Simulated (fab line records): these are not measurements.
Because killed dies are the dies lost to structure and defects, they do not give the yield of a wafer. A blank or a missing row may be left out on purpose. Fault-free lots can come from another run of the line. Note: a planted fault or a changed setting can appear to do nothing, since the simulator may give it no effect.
Split-lot study -- flow ritCmos -- 23 wafers read from 5 lots, route of 202 steps

ABOUT THE SPLIT
At RIT_M1_SPUTTER_00 (material Al, target thk 400 nm, time 500 s), the setting timeS was moved away from the recipe's 500 s on 10 of the 23 wafers read, by -6.2% to +11.2%. For the rest of the wafers, this setting stayed at what the recipe calls for.

THE PATH FROM SPLIT TO READING: the file shows 1 step between them
- RIT_M1_RS_MEAS_01: measures by four-point-probe

THE READING
M1_AL_THK, in nm, at RIT_M1_THK_MEAS_02 (measures by xrf). A value of 396 nm with a standard deviation of 5.6 nm is what fault-free wafers of this fab line usually give.

wafer,"tool, chamber at the split","timeS as run, s",against the recipe,"M1_AL_THK, nm",against lot-mates on the recipe
L075.1,"pvdSputter-03, -",500,recipe,398,-
L075.2,"pvdSputter-03, -",469.2,-6.2%,375,-23
L075.3,"pvdSputter-03, -",469.2,-6.2%,370,-28
L075.4,"pvdSputter-03, -",469.2,-6.2%,379,-19
L075.5,"pvdSputter-03, -",500,recipe,398,-
L076.1,"pvdSputter-04, -",556.1,+11.2%,436,+41
L076.2,"pvdSputter-04, -",500,recipe,396,-
L076.3,"pvdSputter-04, -",500,recipe,392,-
L076.5,"pvdSputter-04, -",500,recipe,397,-
L076.6,"pvdSputter-04, -",556.1,+11.2%,437,+42
L077.1,"pvdSputter-01, -",500,recipe,384,-
L077.2,"pvdSputter-01, -",500,recipe,385,-
L077.5,"pvdSputter-01, -",500,recipe,386,-
L078.1,"pvdSputter-03, -",500,recipe,404,-
L078.3,"pvdSputter-03, -",500,recipe,404,-
L078.4,"pvdSputter-03, -",522.2,+4.4%,413,+9
L078.5,"pvdSputter-03, -",522.2,+4.4%,419,+15
L078.6,"pvdSputter-03, -",522.2,+4.4%,411,+7
L082.1,"pvdSputter-04, -",539.1,+7.8%,424,+25
L082.2,"pvdSputter-04, -",539.1,+7.8%,425,+26
L082.3,"pvdSputter-04, -",500,recipe,400,-
L082.4,"pvdSputter-04, -",500,recipe,399,-
L082.6,"pvdSputter-04, -",500,recipe,399,-

THE FIT
A straight line over all 23 wafers: M1_AL_THK changes by +3.63 nm for each +1% of timeS; r = +0.95; the points scatter about the line by 5.5 nm.
The same after taking each lot's own level away (the mean of its wafers on the recipe; 23 wafers): +3.52 nm for each +1%; r = +0.99; scatter 3 nm.
The reading moves by 39 nm for the largest change in timeS, on that fit.
Measured against the standard deviation above, the lots' own levels, which go from 385.0 to 404.0 nm, span 3.4 times it.
The two slopes are in agreement: the lot-to-lot level therefore moves the slope only a little.
Check: +37.8 nm against its lot-mates is what the line predicts for one of the wafers moved furthest among these (+11.2%) when that wafer is left out of the fit. Against them it came out at +41 nm.

ADDITIONAL SPLITS CARRIED BY THESE WAFERS
Note: prior to the reading, these wafers also went through further splits. Each is held against what the fit with the lots' levels taken away leaves over:
other split on the same wafers,wafers away from the commonest value,r with M1_AL_THK (lot level and that fit taken away)
RIT_PLDD_COAT_01 spinRpm,5,+0.15
RIT_NSD_IMPLANT_08 energyKev,11,-0.31
RIT_SILICIDE_SPUTTER_01 timeS,11,+0.00
RIT_CONTACT_CVD_00 timeS,7,-0.14
RIT_CONTACT_ETCH_11 overEtchFrac,5,-0.30

THE WHOLE CHAIN: every reading that the file lists as answering this split, in the file's order
step,what it does,reading,change (the file's fit),r (the file's)
RIT_M1_SPUTTER_00,"material Al, target thk 400 nm, time 500 s","Al_of_M1_SPUTTER_00.thkNm (the simulator's own value, which no gauge read)",+3.59 nm for each +1% of the setting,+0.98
RIT_M1_RS_MEAS_01,measures by four-point-probe,M1_AL_RS,-0.000623 for each +1% of the setting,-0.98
RIT_M1_THK_MEAS_02,measures by xrf,M1_AL_THK,+3.47 for each +1% of the setting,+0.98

THE FILE'S OWN FIT
M1_AL_THK changes by +3.47 nm for each +1% of timeS, r = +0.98.
